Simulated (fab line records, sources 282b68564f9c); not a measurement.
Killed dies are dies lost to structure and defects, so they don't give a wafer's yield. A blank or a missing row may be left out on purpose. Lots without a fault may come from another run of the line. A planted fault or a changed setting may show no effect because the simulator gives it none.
Which tool did it? | flow rit_cmos | 16 lots, 48 wafers sampled, at 5 steps of a route of 202

WHAT THE GAUGES READ, wafer by wafer
RIT_FOX2_THK_MEAS_01. Usual: FOX2_OXIDE_THK 351 nm, standard deviation 7.6.
lot  | measured    | on            | FOX2_OXIDE_THK (nm) | flag
L479 | day 1 18:47 | film_metro-04 | 358 358 358         |
L480 | day 2 01:37 | film_metro-02 | 355 355 356         |
L481 | day 2 05:07 | film_metro-02 | 363 357 357         |
L482 | day 2 12:10 | film_metro-04 | 345 343 341         |
L483 | day 2 17:16 | film_metro-02 | 363 359 361         |
L485 | day 3 02:11 | film_metro-02 | 345 339 345         |
L486 | day 3 07:56 | film_metro-04 | 348 348 345         |
L487 | day 3 10:44 | film_metro-04 | 344 348 347         |
L488 | day 3 18:28 | film_metro-01 | 351 350 353         |
L491 | day 4 07:37 | film_metro-02 | 360 355 364         |
L492 | day 4 17:44 | film_metro-04 | 355 352 356         |
L496 | day 5 13:26 | film_metro-01 | 347 343 346         |
L497 | day 5 16:39 | film_metro-01 | 355 355 361         |
L499 | day 6 04:52 | film_metro-02 | 348 348 349         |
L500 | day 6 10:05 | film_metro-04 | 357 355 356         |
L501 | day 6 22:16 | film_metro-04 | 362 361 361         |

RIT_FOX2_THK_MEAS_90. Usual: FIELD_OXIDE_LEFT_1_THK 324 nm, standard deviation 7.5.
lot  | measured    | on            | FIELD_OXIDE_LEFT_1_THK (nm) | flag
L479 | day 1 19:40 | film_metro-02 | 330 331 331                 |
L480 | day 2 02:29 | film_metro-02 | 329 328 330                 |
L481 | day 2 05:59 | film_metro-04 | 335 329 330                 |
L482 | day 2 13:07 | film_metro-01 | 318 315 314                 |
L483 | day 2 18:13 | film_metro-02 | 336 332 334                 |
L485 | day 3 03:08 | film_metro-02 | 318 311 318                 |
L486 | day 3 08:48 | film_metro-02 | 321 320 317                 |
L487 | day 3 11:36 | film_metro-02 | 317 320 320                 |
L488 | day 3 19:20 | film_metro-02 | 324 322 326                 |
L491 | day 4 08:29 | film_metro-04 | 332 327 336                 |
L492 | day 4 18:37 | film_metro-01 | 328 325 329                 |
L496 | day 5 14:19 | film_metro-02 | 320 316 319                 |
L497 | day 5 17:35 | film_metro-04 | 327 327 333                 |
L499 | day 6 05:49 | film_metro-02 | 321 321 321                 |
L500 | day 6 10:57 | film_metro-02 | 329 328 329                 |
L501 | day 6 23:09 | film_metro-02 | 334 334 333                 |

RIT_NLDD_OVL_MEAS_06. Usual: NLDD_OVL -0.4 nm, standard deviation 1.3.
lot  | measured    | on         | NLDD_OVL (nm)  | flag
L479 | day 2 21:40 | overlay-01 | 0.5 2.0 0.6    |
L480 | day 3 01:25 | overlay-02 | -1.8 -0.4 -1.2 |
L481 | day 3 07:43 | overlay-02 | 0.0 -1.6 0.6   |
L482 | day 3 14:09 | overlay-01 | -1.3 -1.6 -0.6 |
L483 | day 3 21:23 | overlay-02 | 0.1 1.5 0.3    |
L485 | day 4 05:42 | overlay-02 | -1.8 -2.2 -1.3 |
L486 | day 4 09:29 | overlay-02 | -0.7 0.4 0.4   |
L487 | day 4 11:20 | overlay-01 | -1.1 -0.2 -1.1 |
L488 | day 4 21:17 | overlay-02 | -0.2 -0.1 0.4  |
L491 | day 5 11:42 | overlay-01 | 1.1 -0.1 1.1   |
L492 | day 5 20:55 | overlay-01 | 0.1 1.5 -0.8   |
L496 | day 6 19:41 | overlay-01 | 2.0 1.6 1.0    |
L497 | day 7 06:08 | overlay-01 | -0.8 -0.5 1.1  |
L499 | day 7 11:17 | overlay-02 | -1.5 -0.5 -0.4 |
L500 | day 8 01:32 | overlay-02 | 0.4 -0.2 0.5   |
L501 | day 8 07:21 | overlay-01 | -2.3 -2.0 -1.6 |

RIT_CONTACT_OVL_MEAS_09. Usual: CONTACT_OVL -0.4 nm, standard deviation 1.2.
lot  | measured    | on         | CONTACT_OVL (nm)  | flag
L479 | day 3 08:16 | overlay-02 | -0.8 -0.5 -0.7    |
L480 | day 3 12:59 | overlay-01 | -2.0 -1.1 0.0     |
L481 | day 3 18:06 | overlay-01 | 0.7 1.0 1.0       |
L482 | day 4 00:14 | overlay-02 | -1.0 -1.2 0.3     |
L483 | day 4 07:56 | overlay-01 | 0.1 -0.7 0.2      |
L485 | day 4 16:04 | overlay-01 | -0.5 -1.6 -0.1    |
L486 | day 4 19:46 | overlay-02 | -0.4 -2.8 -2.0    |
L487 | day 4 22:24 | overlay-02 | 0.0 -0.2 0.4      |
L488 | day 5 07:38 | overlay-02 | -0.1 -0.9 -1.0    |
L491 | day 5 23:08 | overlay-02 | 127.9 127.5 129.8 | OFF
L492 | day 6 07:05 | overlay-02 | 127.7 128.7 128.8 | OFF
L496 | day 7 06:02 | overlay-02 | 1.8 -0.3 0.6      |
L497 | day 7 16:38 | overlay-01 | 129.7 128.8 129.5 | OFF
L499 | day 8 00:11 | overlay-01 | 130.4 129.7 128.4 | OFF
L500 | day 8 11:53 | overlay-01 | -1.1 -0.9 0.9     |
L501 | day 8 18:26 | overlay-02 | 2.3 1.3 1.1       |

WHICH TOOL RAN EACH LOT (tool, then ch and the chambers of the sampled wafers, then the start)
lot  | RIT_CONTACT_EXPOSE_05
L479 | iline_stepper-02 ch 0, day 3 07:37
L480 | iline_stepper-01 ch 0, day 3 12:22
L481 | iline_stepper-01 ch 0, day 3 17:28
L482 | iline_stepper-01 ch 0, day 3 23:35
L483 | iline_stepper-01 ch 0, day 4 07:10
L485 | iline_stepper-01 ch 0, day 4 15:25
L486 | iline_stepper-01 ch 0, day 4 19:08
L487 | iline_stepper-02 ch 0, day 4 21:46
L488 | iline_stepper-01 ch 0, day 5 07:01
L491 | iline_stepper-01 ch 0, day 5 22:29
L492 | iline_stepper-01 ch 0, day 6 06:27
L496 | iline_stepper-02 ch 0, day 7 05:25
L497 | iline_stepper-01 ch 0, day 7 15:59
L499 | iline_stepper-01 ch 0, day 7 23:35
L500 | iline_stepper-02 ch 0, day 8 11:16
L501 | iline_stepper-02 ch 0, day 8 17:35
- RIT_CONTACT_EXPOSE_05: exposes mask M11, target cd 1000 nm.

WHAT THE TOOLS THEMSELVES READ (means of the sampled wafers that have a number; where no wafer has one, the mark that the record gives instead)
The record holds no such reading with a usual standard deviation.

THE ANSWER, worked out from the rows above alone
Rule: a lot is off if the mean of its wafers that have a number lies more than 3 standard deviations from the usual mean. A lot without any number at a reading at which 4 lots or more have one is off too. The other lots that the step has rows for count as sound. The gauges are gone through in route order, then the tools' own readings, and for those a lot's mean is taken as printed above. The first step at which some lot is off is used, and at that step the reading that is off furthest; a lot without a number counts as furthest.
Off: L491, L492, L497, L499, at RIT_CONTACT_OVL_MEAS_09 (CONTACT_OVL).
A tool fits if, at a process step before that reading, it ran every lot that is off, and no sound lot after the first of them. The gauges at RIT_CONTACT_OVL_MEAS_09 are tried like those tools. One fits: iline_stepper-01 at RIT_CONTACT_EXPOSE_05. Its last sound lot is L488 (day 5 07:01), its first lot that is off L491 (day 5 22:29): a fault that began between those two fits.

WHAT THE SIMULATOR HAD PUT IN
Scanner matching overlay: iline_stepper-01, from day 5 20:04 on, at RIT_CONTACT_EXPOSE_05. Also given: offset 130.
Lots struck among those shown: L491, L492, L497, L499. The rule above found the same.
